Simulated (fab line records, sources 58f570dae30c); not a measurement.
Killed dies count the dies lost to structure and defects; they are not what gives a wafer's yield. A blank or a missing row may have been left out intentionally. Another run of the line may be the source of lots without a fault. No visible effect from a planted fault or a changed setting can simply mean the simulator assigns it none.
8D (eight disciplines) problem report, filled in by code    flow berkeley cmos170    the parts of the form that need people (team, actions taken, sign-off) are left out

== 1. WHAT IS WRONG ==
NSD_OVL at UCB170_NSD_OVL_MEAS_07 reads a mean of -130 nm on 12 wafers of 4 lots; wafers without a fault read 0 nm with a standard deviation of 5.1. That puts it -26 standard deviations away from the usual mean.
First observed at day 9 02:29: wafer L792.4, on overlay-01. At this step, 48 wafers from 16 lots have a number in the record. Rule for "out" (also "out of limits"): further than 4 standard deviations from the usual mean. All remaining wafers that have a number are taken as sound.

== 2. WHAT THIS IS AND IS NOT ==
question                     is                      is not
which readings at this step  NSD_OVL                 -
which lots                   L792, L793, L795, L796  L785, L786, L787, L788, L789, L794, L799, L802, L803, L804, L805, L806
which wafers of those lots   all that have a number  -
read on which gauges         overlay-01              overlay-02
when                         from day 9 02:29        up to then (15 sound wafers); but 21 sound wafers of L794, L799, L802, L803, L804, L805, L806 came after

== 3. WHAT RULES OUT EACH SUSPECT ==
Counting: any tool at a process step up to the reading is kept as a suspect provided that every lot that is out went through it and no sound lot did after the first of them.
- the gauge at UCB170_NSD_OVL_MEAS_07: kept. All the wafers that are out were read on overlay-01, and no step on other tools shows them out.
- krf scanner-01 at UCB170_NSD_EXPOSE_03 (exposes mask NSELECT MOD, target cd 1200 nm): kept. All lots that are out passed through it, beginning with L792 at day 9 02:01, and no sound lot followed; its final sound lot before that point was L787 at day 8 06:14.
Remaining after the count are krf scanner-01 at UCB170_NSD_EXPOSE_03 and overlay-01 at UCB170_NSD_OVL_MEAS_07.

== 4. THE CAUSE (what the simulator had put in) ==
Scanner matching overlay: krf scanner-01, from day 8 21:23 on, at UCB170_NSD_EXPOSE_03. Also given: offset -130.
2 suspects survive the count, and this tool is in that group.

== 5. SEQUENCE OF EFFECTS, ordered by route ==
One row per reading whose mean, taken over the struck wafers that have a number, lies over 3 standard deviations from the usual. Only readings whose record carries a usual standard deviation are examined. hours: median over the lots of the time between each lot's start at the first step of this table that gives one and its start at this step. sigmas: the change, counted in usual standard deviations.
hours  step                    reading  usual  on struck wafers  change  sigmas
0      UCB170_NSD_OVL_MEAS_07  NSD_OVL  0 nm   -130              -130    -26
At these later measuring or inspecting steps, every struck wafer for which the step has a row has a number for every such reading, and none has moved that far: UCB170_V1_CD_MEAS_12.

== 6. WHAT WOULD HAVE CAUGHT IT SOONER ==
The first out-of-limits reading at a measuring or inspecting step in this record came at day 9 02:29, 5 hours after the fault's start at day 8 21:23.
Lots out: 4; of these, L793, L796, L795 started UCB170_NSD_EXPOSE_03 on krf scanner-01 after day 9 02:29. A hold on the tool at that time would have spared those 3.
